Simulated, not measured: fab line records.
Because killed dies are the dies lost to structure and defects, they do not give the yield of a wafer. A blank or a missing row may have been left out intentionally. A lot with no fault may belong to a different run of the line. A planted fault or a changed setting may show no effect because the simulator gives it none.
Split-lot experiment || flow rit_cmos || 23 wafers read across 5 lots, on a route 202 steps long

## THE SPLIT
At RIT_PSD_SOFTBAKE_02 (time 60 s), the setting temp_c was moved away from the recipe's 90 C on 7 of the 23 wafers read, by -3.8% to +3.3%. For the rest of the wafers, this setting stayed at what the recipe calls for.

## FROM THE SPLIT TO THE READING: what the file shows between them, 2 steps
- RIT_PSD_EXPOSE_03: exposes mask M10, target cd 40900 nm
- RIT_PSD_PEB_04

## THE READING
NOVOLAK_of_PSD_COAT_01.thk_nm (the simulator's own value, which no gauge read), in nm, at RIT_PSD_DEVELOP_05 (develop time 50 s). There is no usual value for it anywhere in the file. Average 999.4 nm, standard deviation 3.1 nm, over the 16 wafers here run with the recipe.

{"wafer": "L075.1", "tool, chamber at the split": "litho_track-03, 0", "temp_c as run, C": 88.72, "against the recipe": "-1.4%", "NOVOLAK_of_PSD_COAT_01.thk_nm, nm": 1000, "against lot-mates on the recipe": -2.0}
{"wafer": "L075.2", "tool, chamber at the split": "litho_track-03, 0", "temp_c as run, C": 90, "against the recipe": "recipe", "NOVOLAK_of_PSD_COAT_01.thk_nm, nm": 1002, "against lot-mates on the recipe": "-"}
{"wafer": "L075.3", "tool, chamber at the split": "litho_track-03, 0", "temp_c as run, C": 90, "against the recipe": "recipe", "NOVOLAK_of_PSD_COAT_01.thk_nm, nm": 1002, "against lot-mates on the recipe": "-"}
{"wafer": "L075.6", "tool, chamber at the split": "litho_track-03, 0", "temp_c as run, C": 90, "against the recipe": "recipe", "NOVOLAK_of_PSD_COAT_01.thk_nm, nm": 1002, "against lot-mates on the recipe": "-"}
{"wafer": "L075.5", "tool, chamber at the split": "litho_track-03, 0", "temp_c as run, C": 88.72, "against the recipe": "-1.4%", "NOVOLAK_of_PSD_COAT_01.thk_nm, nm": 1007, "against lot-mates on the recipe": "+5.0"}
{"wafer": "L076.1", "tool, chamber at the split": "litho_track-02, 0", "temp_c as run, C": 90, "against the recipe": "recipe", "NOVOLAK_of_PSD_COAT_01.thk_nm, nm": 1005, "against lot-mates on the recipe": "-"}
{"wafer": "L076.3", "tool, chamber at the split": "litho_track-02, 0", "temp_c as run, C": 90, "against the recipe": "recipe", "NOVOLAK_of_PSD_COAT_01.thk_nm, nm": 1003, "against lot-mates on the recipe": "-"}
{"wafer": "L076.6", "tool, chamber at the split": "litho_track-02, 0", "temp_c as run, C": 90, "against the recipe": "recipe", "NOVOLAK_of_PSD_COAT_01.thk_nm, nm": 1004, "against lot-mates on the recipe": "-"}
{"wafer": "L077.1", "tool, chamber at the split": "litho_track-04, 0", "temp_c as run, C": 92.94, "against the recipe": "+3.3%", "NOVOLAK_of_PSD_COAT_01.thk_nm, nm": 986.2, "against lot-mates on the recipe": -10.1}
{"wafer": "L077.3", "tool, chamber at the split": "litho_track-04, 0", "temp_c as run, C": 92.94, "against the recipe": "+3.3%", "NOVOLAK_of_PSD_COAT_01.thk_nm, nm": 990.2, "against lot-mates on the recipe": -6.1}
{"wafer": "L077.4", "tool, chamber at the split": "litho_track-04, 0", "temp_c as run, C": 90, "against the recipe": "recipe", "NOVOLAK_of_PSD_COAT_01.thk_nm, nm": 996.8, "against lot-mates on the recipe": "-"}
{"wafer": "L077.5", "tool, chamber at the split": "litho_track-04, 0", "temp_c as run, C": 90, "against the recipe": "recipe", "NOVOLAK_of_PSD_COAT_01.thk_nm, nm": 995.8, "against lot-mates on the recipe": "-"}
{"wafer": "L077.6", "tool, chamber at the split": "litho_track-04, 0", "temp_c as run, C": 92.94, "against the recipe": "+3.3%", "NOVOLAK_of_PSD_COAT_01.thk_nm, nm": 987.3, "against lot-mates on the recipe": -9.0}
{"wafer": "L080.1", "tool, chamber at the split": "litho_track-04, 0", "temp_c as run, C": 90, "against the recipe": "recipe", "NOVOLAK_of_PSD_COAT_01.thk_nm, nm": 998.2, "against lot-mates on the recipe": "-"}
{"wafer": "L080.2", "tool, chamber at the split": "litho_track-04, 0", "temp_c as run, C": 86.54, "against the recipe": "-3.8%", "NOVOLAK_of_PSD_COAT_01.thk_nm, nm": 1007, "against lot-mates on the recipe": "+10.9"}
{"wafer": "L080.3", "tool, chamber at the split": "litho_track-04, 0", "temp_c as run, C": 90, "against the recipe": "recipe", "NOVOLAK_of_PSD_COAT_01.thk_nm, nm": 996.4, "against lot-mates on the recipe": "-"}
{"wafer": "L080.4", "tool, chamber at the split": "litho_track-04, 0", "temp_c as run, C": 86.54, "against the recipe": "-3.8%", "NOVOLAK_of_PSD_COAT_01.thk_nm, nm": 1006, "against lot-mates on the recipe": "+9.9"}
{"wafer": "L080.6", "tool, chamber at the split": "litho_track-04, 0", "temp_c as run, C": 90, "against the recipe": "recipe", "NOVOLAK_of_PSD_COAT_01.thk_nm, nm": 993.7, "against lot-mates on the recipe": "-"}
{"wafer": "L084.1", "tool, chamber at the split": "litho_track-04, 0", "temp_c as run, C": 90, "against the recipe": "recipe", "NOVOLAK_of_PSD_COAT_01.thk_nm, nm": 999.6, "against lot-mates on the recipe": "-"}
{"wafer": "L084.2", "tool, chamber at the split": "litho_track-04, 0", "temp_c as run, C": 90, "against the recipe": "recipe", "NOVOLAK_of_PSD_COAT_01.thk_nm, nm": 997.9, "against lot-mates on the recipe": "-"}
{"wafer": "L084.4", "tool, chamber at the split": "litho_track-04, 0", "temp_c as run, C": 90, "against the recipe": "recipe", "NOVOLAK_of_PSD_COAT_01.thk_nm, nm": 997.4, "against lot-mates on the recipe": "-"}
{"wafer": "L084.5", "tool, chamber at the split": "litho_track-04, 0", "temp_c as run, C": 90, "against the recipe": "recipe", "NOVOLAK_of_PSD_COAT_01.thk_nm, nm": 997.7, "against lot-mates on the recipe": "-"}
{"wafer": "L084.6", "tool, chamber at the split": "litho_track-04, 0", "temp_c as run, C": 90, "against the recipe": "recipe", "NOVOLAK_of_PSD_COAT_01.thk_nm, nm": 999.5, "against lot-mates on the recipe": "-"}

THE FIT
A straight line over all 23 wafers: NOVOLAK_of_PSD_COAT_01.thk_nm changes by -2.73 nm for each +1% of temp_c; r = -0.83; the points scatter about the line by 3.3 nm.
The same after taking each lot's own level away (the mean of its wafers on the recipe; 23 wafers): -2.54 nm for each +1%; r = -0.94; scatter 1.7 nm.
According to that fit, moving temp_c by its largest amount changes the reading by 9.8 nm.
The lots' own levels span 996.10 to 1004.00 nm, that is 2.5 times the standard deviation above.
The two slopes are in agreement: the lot-to-lot level therefore moves the slope only a little.
Check: +9.16 nm against its lot-mates is what the line predicts for one of the wafers moved furthest among these (-3.8%) when that wafer is left out of the fit. It came out at +10.9 nm against them.

## ADDITIONAL SPLITS CARRIED BY THESE WAFERS
Other splits were also applied to these wafers ahead of the reading. Each is held against what the fit with the lots' levels taken away leaves over:
{"other split on the same wafers": "RIT_GATE_EXPOSE_13 dose_mj", "wafers away from the commonest value": 9, "r with NOVOLAK_of_PSD_COAT_01.thk_nm (lot level and that fit taken away)": -0.04}
{"other split on the same wafers": "RIT_GATE_STRIP_20 o2_flow_sccm", "wafers away from the commonest value": 8, "r with NOVOLAK_of_PSD_COAT_01.thk_nm (lot level and that fit taken away)": -0.07}
{"other split on the same wafers": "RIT_NLDD_IMPLANT_08 energy_kev", "wafers away from the commonest value": 5, "r with NOVOLAK_of_PSD_COAT_01.thk_nm (lot level and that fit taken away)": -0.24}
{"other split on the same wafers": "RIT_NSD_IMPLANT_08 dose_cm2", "wafers away from the commonest value": 10, "r with NOVOLAK_of_PSD_COAT_01.thk_nm (lot level and that fit taken away)": -0.34}

## FILE'S OWN FIT
NOVOLAK_of_PSD_COAT_01.thk_nm changes by -2.49 nm for each +1% of temp_c, r = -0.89.
